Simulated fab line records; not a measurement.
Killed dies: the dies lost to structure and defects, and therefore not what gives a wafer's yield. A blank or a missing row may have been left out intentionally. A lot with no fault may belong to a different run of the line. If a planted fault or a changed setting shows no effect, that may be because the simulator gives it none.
Struck lot and sound lot, side by side ; flow rit-cmos ; 17 out of 202 route steps
Sound: the wafers L112.1, L112.2, L112.5. Struck: wafers L127.2, L127.4, L127.5. The cause comes at the end.
At each step with rows: each side's tool, then ch and its chambers, then its first start. Under that, the readings that differ: sound wafers ; struck wafers ; difference of the means ; sigmas: that difference in standard deviations of wafers without a fault.
alike: readings with means less than 2 such deviations apart, plus words and numbers identical on both sides. not compared: withheld readings, readings lacking a value on some wafer, bounds such as >300 that could conceal the same value, and numbers that have no deviation in the record and whose values overlap.
The two part at a step that has a row with sigmas, a row that says differs or no value, or rows on one side only. Non-overlapping numbers with no deviation appear without sigmas and do not part them. Lack of a reading on every wafer of one side parts them only where that side has two or more wafers.

first, 1 step without rows for these wafers: RIT_PRETRO_DEVELOP_05 (develop time 68 s).
RIT_PRETRO_OVL_MEAS_06:
  sound on overlay-02 at day 3 07:43; struck on overlay-01 at day 6 15:50
reading;sound;struck;difference;sigmas
PRETRO_OVL (nm);-1.4 -0.1 -0.9;3.1 3.0 2.9;+3.8;+3
then, 2 steps without rows for these wafers: RIT_PRETRO_HARDBAKE_07 (time 120 s); RIT_PRETRO_IMPLANT_08.
RIT_PRETRO_STRIP_09: strips in O2, time 180 s.
  sound on plasma-asher-03 ch 0,1, day 3 08:10; struck on plasma-asher-04 ch 0,1, day 6 16:16
  alike: drypump-motor-current-A
  not compared: rf-hours-counter-h
RIT_PRETRO_TW_MEAS_10:
  sound on film-metro-01 at day 3 08:20; struck on film-metro-04 at day 6 16:28
  alike: PRETRO_TW
then, 5 steps without rows for these wafers: RIT_GATE_WET_ETCH_00 (etches SiO2 in BOE, target depth 56 nm, time 60 s); RIT_GATE_CLEAN_01 (cleans in SC1, time 600 s); RIT_GATE_CLEAN_02 (cleans in dHF, time 30 s); RIT_GATE_CLEAN_03 (cleans in SC2, time 600 s); RIT_GATE_CLEAN_04 (cleans in dHF, time 60 s).
RIT_FOX2_THK_MEAS_91:
  sound on film-metro-01 at day 3 09:05; struck on film-metro-01 at day 6 16:58
  alike: FIELD_OXIDE_LEFT_2_THK
RIT_GATE_OXIDATION_05: target thk 3 nm, ox time 270 s.
  sound on furnace-04 ch 0, day 3 09:09; struck on furnace-04 ch 0, day 6 20:29
then, 1 step without rows for these wafers: RIT_GATE_ANNEAL_06 (time 600 s).
RIT_GATE_THK_MEAS_07:
  sound on film-metro-01 at day 3 10:28; struck on film-metro-01 at day 6 21:49
reading;sound;struck;difference;sigmas
GATE_OXIDE_THK (nm);2.96 3.03 2.97;4.95 4.99 4.91;+1.96;+36
then, 1 step without rows for these wafers: RIT_GATE_CVD_08 (deposits poly-Si from SiH4, target thk 250 nm, time 2220 s).
RIT_M1_PROBE_99:
  the record has rows for the sound wafers here (prober-01, day 4 11:26) and none for the struck ones

WHERE THEY PART
First at RIT_PRETRO_OVL_MEAS_06; last, within this record, at RIT_M1_PROBE_99.

WHY: the cause the simulator had injected
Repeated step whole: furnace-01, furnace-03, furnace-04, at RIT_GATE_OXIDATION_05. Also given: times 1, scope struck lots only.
